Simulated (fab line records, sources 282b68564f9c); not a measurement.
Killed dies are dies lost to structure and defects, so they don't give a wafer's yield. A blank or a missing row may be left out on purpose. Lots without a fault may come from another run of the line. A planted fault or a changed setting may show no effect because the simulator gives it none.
Which tool did it? | flow rit_cmos | 13 lots, 39 wafers sampled, at 2 steps of a route of 202

WHAT THE GAUGES READ, wafer by wafer
The record holds no reading of a measuring or inspecting step that can be judged against a usual standard deviation.

WHICH TOOL RAN EACH LOT (tool, then ch and the chambers of the sampled wafers, then the start)
lot  | RIT_REOX_CLEAN_00              | RIT_M1_PROBE_99
L404 | wet_bench-01 ch 1, day 2 20:37 | -
L405 | wet_bench-01 ch 1, day 2 23:26 | -
L406 | wet_bench-02 ch 2, day 3 05:38 | -
L407 | wet_bench-02 ch 1, day 3 09:44 | prober-01, day 4 06:14
L409 | wet_bench-04 ch 1, day 3 20:47 | prober-01, day 4 16:14
L415 | wet_bench-02 ch 0, day 5 00:26 | prober-01, day 5 20:05
L417 | wet_bench-04 ch 3, day 5 12:44 | prober-01, day 6 08:08
L418 | wet_bench-01 ch 1, day 5 15:37 | prober-02, day 6 12:17
L419 | wet_bench-02 ch 3, day 5 20:43 | prober-01, day 6 17:33
L421 | wet_bench-01 ch 3, day 6 07:20 | -
L422 | wet_bench-04 ch 0, day 6 12:56 | -
L423 | wet_bench-01 ch 0, day 6 18:09 | prober-01, day 7 16:53
L424 | wet_bench-04 ch 1, day 6 22:42 | prober-02, day 7 22:04
- RIT_REOX_CLEAN_00: cleans in SC1, time 600 s.
- RIT_M1_PROBE_99

WHAT THE TOOLS THEMSELVES READ (means of the sampled wafers that have a number; where no wafer has one, the mark that the record gives instead)
RIT_REOX_CLEAN_00. Usual: run_length_s 628 s, standard deviation 3.2.
lot  | tool         | run_length_s (s) | flag
L404 | wet_bench-01 | 628              |
L405 | wet_bench-01 | 626              |
L406 | wet_bench-02 | 625              |
L407 | wet_bench-02 | 628              |
L409 | wet_bench-04 | 627              |
L415 | wet_bench-02 | 675              | OFF
L417 | wet_bench-04 | 624              |
L418 | wet_bench-01 | 626              |
L419 | wet_bench-02 | 626              |
L421 | wet_bench-01 | 635              |
L422 | wet_bench-04 | 632              |
L423 | wet_bench-01 | 629              |
L424 | wet_bench-04 | 627              |

RIT_M1_PROBE_99. Usual: killed_at_contacts 0.1, standard deviation 0.27; killed_at_front_end 7.2, standard deviation 2.9; killed_dies 7.3, standard deviation 2.9; killed_open 3.6, standard deviation 1.9; killed_short 3.8, standard deviation 1.9.
lot  | tool      | killed_at_contacts | killed_at_front_end | killed_dies | killed_open | killed_short | flag
L407 | prober-01 | 0.3                | 9.3                 | 9.7         | 5.3         | 4.3          |
L409 | prober-01 | 0.0                | 6.7                 | 6.7         | 3.3         | 3.3          |
L415 | prober-01 | 0.0                | 5.0                 | 5.0         | 2.0         | 3.0          |
L417 | prober-01 | 0.0                | 7.3                 | 7.3         | 4.3         | 3.0          |
L418 | prober-02 | 0.3                | 5.7                 | 6.0         | 3.0         | 3.0          |
L419 | prober-01 | 0.0                | 7.7                 | 7.7         | 2.0         | 5.7          |
L423 | prober-01 | 0.0                | 5.3                 | 5.3         | 1.7         | 3.7          |
L424 | prober-02 | 0.0                | 7.7                 | 7.7         | 4.7         | 3.0          |

THE ANSWER, worked out from the rows above alone
Rule: a lot is off if the mean of its wafers that have a number lies more than 3 standard deviations from the usual mean. A lot without any number at a reading at which 4 lots or more have one is off too. The other lots that the step has rows for count as sound. The gauges are gone through in route order, then the tools' own readings, and for those a lot's mean is taken as printed above. The first step at which some lot is off is used, and at that step the reading that is off furthest; a lot without a number counts as furthest.
Off: L415, at RIT_REOX_CLEAN_00 (run_length_s).
A tool fits if, at that step or a process step before it, it ran every lot that is off, and no sound lot after the first of them. None of those tried fits.

WHAT THE SIMULATOR HAD PUT IN
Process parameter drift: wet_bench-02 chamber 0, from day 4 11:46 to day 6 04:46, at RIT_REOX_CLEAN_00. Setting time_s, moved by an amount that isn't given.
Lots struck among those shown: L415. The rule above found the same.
